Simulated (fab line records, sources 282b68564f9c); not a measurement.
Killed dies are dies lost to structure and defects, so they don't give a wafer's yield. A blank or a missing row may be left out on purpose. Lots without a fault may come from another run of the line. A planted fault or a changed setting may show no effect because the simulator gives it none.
A struck lot beside a sound one | flow rit_cmos | 43 steps out of a route of 202
Sound: wafers L914.2, L914.3, L914.6. Struck: wafers L921.1, L921.2, L921.4. The cause comes at the end.
At each step with rows: each side's tool, then ch and its chambers, then its first start. Under that, the readings that differ: sound wafers | struck wafers | difference of the means | sigmas: that difference in standard deviations of wafers without a fault.
alike: readings whose means differ by less than 2 such deviations, and words and numbers that are the same on both sides. not compared: withheld readings, readings that some wafer has no value for, bounds like >300 that may hide the same value, and numbers for which the record gives no deviation and whose values overlap.
The two part at a step that has a row with sigmas, a row that says differs or no value, or rows on one side only. Numbers that don't overlap but have no deviation are shown without sigmas and don't part them. A reading that every wafer of one side lacks parts them only if that side has two wafers or more.

first, 1 step without rows for these wafers: RIT_SDANNEAL_CLEAN_02 (cleans in SC2, time 600 s).
RIT_SDANNEAL_RTA_03: time 5 s.
  sound on rtp_anneal-01 ch 0, day 3 22:06; struck on rtp_anneal-02 ch 0, day 5 06:42
  alike: wafer_temp_C_max
RIT_SDANNEAL_RS_MEAS_04: measures by four-point-probe.
  sound on film_metro-02, day 3 22:10; struck on film_metro-04, day 5 06:46
  alike: PSD_RS
RIT_SDANNEAL_RS_MEAS_05: measures by four-point-probe.
  sound on film_metro-02, day 3 22:17; struck on film_metro-04, day 5 06:53
  alike: NSD_RS
RIT_SDANNEAL_RS_MEAS_06: measures by four-point-probe.
  sound on film_metro-02, day 3 22:25; struck on film_metro-04, day 5 07:00
  alike: PLDD_RS
RIT_SDANNEAL_RS_MEAS_07: measures by four-point-probe.
  sound on film_metro-02, day 3 22:32; struck on film_metro-04, day 5 07:07
  alike: NLDD_RS
then, 2 steps without rows for these wafers: RIT_SILICIDE_WET_ETCH_00 (etches SiO2 in BOE, target depth 14 nm, time 15 s); RIT_SILICIDE_SPUTTER_01 (material Ti, target thk 30 nm, time 240 s).
RIT_SILICIDE_RS_MEAS_02: measures by four-point-probe.
  sound on film_metro-01, day 3 22:49; struck on film_metro-01, day 5 07:24
  reading                 | sound          | struck         | difference | sigmas
  SILICIDE_TI_RS (ohm/sq) | 47.7 47.3 47.6 | 48.8 49.6 48.8 | +1.5       | +2
RIT_SILICIDE_THK_MEAS_03: measures by xrf.
  sound on film_metro-01, day 3 22:56; struck on film_metro-01, day 5 07:31
  alike: SILICIDE_TI_THK
RIT_SILICIDE_RTA_04: time 10 s, ramp up 5 s, ramp down 5 s.
  sound on rtp_anneal-02 ch 0, day 3 23:00; struck on rtp_anneal-01 ch 0, day 5 07:35
  alike: wafer_temp_C_max
then, 1 step without rows for these wafers: RIT_SILICIDE_WET_ETCH_05 (etches Ti in SPM, time 120 s).
RIT_SILICIDE_RTA_06: time 10 s, ramp up 5 s, ramp down 10 s.
  sound on rtp_anneal-01 ch 0, day 3 23:10; struck on rtp_anneal-02 ch 0, day 5 07:41
  alike: wafer_temp_C_max
RIT_CONTACT_CVD_00: deposits SiO2 from TEOS, target thk 400 nm, time 61 s.
  sound on pecvd-02 ch 0,1, day 3 23:13; struck on pecvd-03 ch 0,1,2, day 5 07:46
  alike: heater_power_w
RIT_CONTACT_THK_MEAS_01:
  sound on film_metro-04, day 3 23:17; struck on film_metro-01, day 5 07:49
  alike: CONTACT_TEOS_THK
then, 6 steps without rows for these wafers: RIT_CONTACT_HMDS_02 (prime time 60 s); RIT_CONTACT_COAT_03 (resist thk 1000 nm); RIT_CONTACT_SOFTBAKE_04 (time 60 s); RIT_CONTACT_EXPOSE_05 (exposes mask M11, target cd 1000 nm); RIT_CONTACT_PEB_06; RIT_CONTACT_DEVELOP_07 (develop time 120 s).
RIT_CONTACT_CD_MEAS_08: target cd 1000 nm.
  sound on cd_sem-01, day 4 00:19; struck on cd_sem-01, day 5 08:50
  alike: cd_nm
RIT_CONTACT_OVL_MEAS_09:
  sound on overlay-01, day 4 00:25; struck on overlay-02, day 5 08:58
  alike: CONTACT_OVL
then, 1 step without rows for these wafers: RIT_CONTACT_HARDBAKE_10 (time 60 s).
RIT_CONTACT_ETCH_11: etches SiO2 in CHF3/CF4/Ar, stops on TiSi2, target depth 480 nm, time 320 s.
  sound on rie_diel-02 ch 1,2, day 4 00:36; struck on rie_diel-03 ch 0,2,3, day 5 09:11
  alike: drypump_motor_current_A, oes_product_au, throttle_valve_pct
  not compared: rf_hours_counter_h
RIT_CONTACT_STRIP_12: strips in O2, time 180 s.
  sound on plasma_asher-02 ch 0,1, day 4 00:48; struck on plasma_asher-03 ch 0,1, day 5 09:23
  alike: drypump_motor_current_A
  not compared: rf_hours_counter_h
RIT_CONTACT_CD_MEAS_90: target cd 1000 nm.
  sound on cd_sem-02, day 4 00:59; struck on cd_sem-01, day 5 09:34
  alike: cd_nm
then, 3 steps without rows for these wafers: RIT_CONTACT_CLEAN_13 (cleans in SC1, time 600 s); RIT_CONTACT_CLEAN_14 (cleans in SC2, time 600 s); RIT_M1_SPUTTER_00 (material Al, target thk 400 nm, time 500 s).
RIT_M1_RS_MEAS_01: measures by four-point-probe.
  sound on film_metro-03, day 4 01:56; struck on film_metro-04, day 5 10:19
  alike: M1_AL_RS
RIT_M1_THK_MEAS_02: measures by xrf.
  sound on film_metro-03, day 4 02:02; struck on film_metro-04, day 5 10:26
  alike: M1_AL_THK
then, 6 steps without rows for these wafers: RIT_M1_HMDS_03 (prime time 60 s); RIT_M1_COAT_04 (resist thk 1300 nm); RIT_M1_SOFTBAKE_05 (time 60 s); RIT_M1_EXPOSE_06 (exposes mask M12, target cd 2600 nm); RIT_M1_PEB_07; RIT_M1_DEVELOP_08 (develop time 68 s).
RIT_M1_CD_MEAS_09: target cd 2600 nm.
  sound on cd_sem-01, day 4 03:07; struck on cd_sem-02, day 5 11:30
  alike: cd_nm
RIT_M1_OVL_MEAS_10:
  sound on overlay-02, day 4 03:13; struck on overlay-01, day 5 11:37
  alike: M1_OVL
then, 2 steps without rows for these wafers: RIT_M1_HARDBAKE_11 (time 120 s); RIT_M1_METAL_ETCH_12 (etches Al in Cl2/BCl3, stops on SiO2, time 165 s, target depth 600 nm).
RIT_M1_PROBE_99:
  sound on prober-01, day 4 05:48; struck on prober-02, day 5 14:10
  reading                         | sound            | struck            | difference | sigmas
  model.etest.nplus_sal.rs_ohm_sq | 4.239 4.26 4.259 | 4.285 4.335 4.273 | +0.045     |
  model.etest.ppoly_sal.rs_ohm_sq | 4.281 4.279 4.29 | 4.307 4.355 4.299 | +0.037     |
  alike: killed_at_contacts, killed_at_front_end, killed_dies, killed_open, killed_short
  not compared: model.etest.npoly_sal.rs_ohm_sq, model.etest.pplus_sal.rs_ohm_sq

WHERE THEY PART
Only at RIT_SILICIDE_RS_MEAS_02, within this record. Later steps at which nothing parts them and some readings are alike: RIT_SILICIDE_THK_MEAS_03, RIT_SILICIDE_RTA_04, RIT_SILICIDE_RTA_06, RIT_CONTACT_CVD_00, RIT_CONTACT_THK_MEAS_01, RIT_CONTACT_CD_MEAS_08, RIT_CONTACT_OVL_MEAS_09, RIT_CONTACT_ETCH_11, RIT_CONTACT_STRIP_12, RIT_CONTACT_CD_MEAS_90, RIT_M1_RS_MEAS_01, RIT_M1_THK_MEAS_02, RIT_M1_CD_MEAS_09, RIT_M1_OVL_MEAS_10, RIT_M1_PROBE_99.

WHY: what the simulator had put in
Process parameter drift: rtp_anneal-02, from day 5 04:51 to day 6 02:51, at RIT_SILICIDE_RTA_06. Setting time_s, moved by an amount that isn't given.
